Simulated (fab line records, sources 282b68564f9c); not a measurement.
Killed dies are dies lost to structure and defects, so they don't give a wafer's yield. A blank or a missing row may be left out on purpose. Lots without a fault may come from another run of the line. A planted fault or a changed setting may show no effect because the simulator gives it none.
Split-lot experiment | flow rit_cmos | 5 lots, 23 wafers read, on a route of 202 steps

THE SPLIT
At RIT_ACTIVE_EXPOSE_08 (exposes mask M1, target cd 1400 nm), the setting dose_mj was moved away from the recipe's 225 on 5 of the 23 wafers read, by -4.3% to -2.1%. The other wafers ran this setting at the recipe's value.

FROM THE SPLIT TO THE READING: what the file shows between them, 5 steps
- RIT_ACTIVE_PEB_09
- RIT_ACTIVE_DEVELOP_10: develop time 50 s
- RIT_ACTIVE_CD_MEAS_11: target cd 1400 nm
- RIT_ACTIVE_ETCH_13: etches Si3N4 in SF6, stops on SiO2, time 210 s, target depth 210 nm (also split here: rf_w)
- RIT_ACTIVE_STRIP_14: strips in O2, time 180 s

THE READING
cd_nm, in nm, at RIT_ACTIVE_CD_MEAS_90 (target cd 1400 nm). Fault-free wafers of this fab line usually give 1400.0 nm, standard deviation 2.9 nm.

wafer  | tool, chamber at the split | dose_mj as run | against the recipe | cd_nm, nm | against lot-mates on the recipe
L074.2 | iline_stepper-01, 0        | 215.4          | -4.3%              | 1413.5    | +12.3
L074.3 | iline_stepper-01, 0        | 215.4          | -4.3%              | 1413.4    | +12.2
L074.4 | iline_stepper-01, 0        | 215.4          | -4.3%              | 1413.6    | +12.4
L074.5 | iline_stepper-01, 0        | 225            | recipe             | 1401.6    | -
L074.6 | iline_stepper-01, 0        | 225            | recipe             | 1400.7    | -
L075.1 | iline_stepper-01, 0        | 225            | recipe             | 1393.0    | -
L075.2 | iline_stepper-01, 0        | 225            | recipe             | 1393.9    | -
L075.3 | iline_stepper-01, 0        | 225            | recipe             | 1395.1    | -
L075.5 | iline_stepper-01, 0        | 225            | recipe             | 1392.1    | -
L075.6 | iline_stepper-01, 0        | 225            | recipe             | 1395.7    | -
L078.1 | iline_stepper-01, 0        | 220.2          | -2.1%              | 1407.1    | +4.1
L078.2 | iline_stepper-01, 0        | 225            | recipe             | 1403.1    | -
L078.4 | iline_stepper-01, 0        | 220.2          | -2.1%              | 1407.3    | +4.3
L078.5 | iline_stepper-01, 0        | 225            | recipe             | 1403.9    | -
L078.6 | iline_stepper-01, 0        | 225            | recipe             | 1401.9    | -
L079.1 | iline_stepper-02, 0        | 225            | recipe             | 1397.4    | -
L079.2 | iline_stepper-02, 0        | 225            | recipe             | 1397.5    | -
L079.3 | iline_stepper-02, 0        | 225            | recipe             | 1395.7    | -
L079.4 | iline_stepper-02, 0        | 225            | recipe             | 1397.2    | -
L079.6 | iline_stepper-02, 0        | 225            | recipe             | 1396.9    | -
L081.1 | iline_stepper-02, 0        | 225            | recipe             | 1401.2    | -
L081.5 | iline_stepper-02, 0        | 225            | recipe             | 1400.4    | -
L081.6 | iline_stepper-02, 0        | 225            | recipe             | 1400.0    | -

THE FIT
A straight line over all 23 wafers: cd_nm changes by -3.66 nm for each +1% of dose_mj; r = -0.87; the points scatter about the line by 3.2 nm.
The same after taking each lot's own level away (the mean of its wafers on the recipe; 23 wafers): -2.79 nm for each +1%; r = -0.98; scatter 0.99 nm.
On that fit, the largest move of dose_mj shifts the reading by 12 nm.
The lots' own levels span 1393.96 to 1402.97 nm, that is 3.1 times the standard deviation above.
So the lot-to-lot level changes the slope: the two fits differ.
Check: with one of the wafers moved furthest among these (-4.3%) left out of the fit, the line predicts +11.6 nm for it against its lot-mates. It came out at +12.3 nm against them.

OTHER SPLITS ON THESE WAFERS
These wafers also went through other splits before the reading. Each is held against what the fit with the lots' levels taken away leaves over:
other split on the same wafers   | wafers away from the commonest value | r with cd_nm (lot level and that fit taken away)
RIT_ACTIVE_CVD_03 pressure_mtorr | 18                                   | -0.05
RIT_ACTIVE_ETCH_13 rf_w          | 8                                    | +0.04

THE WHOLE CHAIN: every reading that the file lists as answering this split, in the file's order
step                  | what it does                                                        | reading                                                       | change (the file's fit)              | r (the file's)
RIT_ACTIVE_CD_MEAS_11 | target cd 1400 nm                                                   | cd_nm                                                         | -2.62 nm for each +1% of the setting | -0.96
RIT_ACTIVE_ETCH_13    | etches Si3N4 in SF6, stops on SiO2, time 210 s, target depth 210 nm | ACTIVE.cd_nm (the simulator's own value, which no gauge read) | -2.68 nm for each +1% of the setting | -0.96
RIT_ACTIVE_CD_MEAS_90 | target cd 1400 nm                                                   | cd_nm                                                         | -2.72 nm for each +1% of the setting | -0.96

THE FILE'S OWN FIT
cd_nm changes by -2.72 nm for each +1% of dose_mj, r = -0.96.
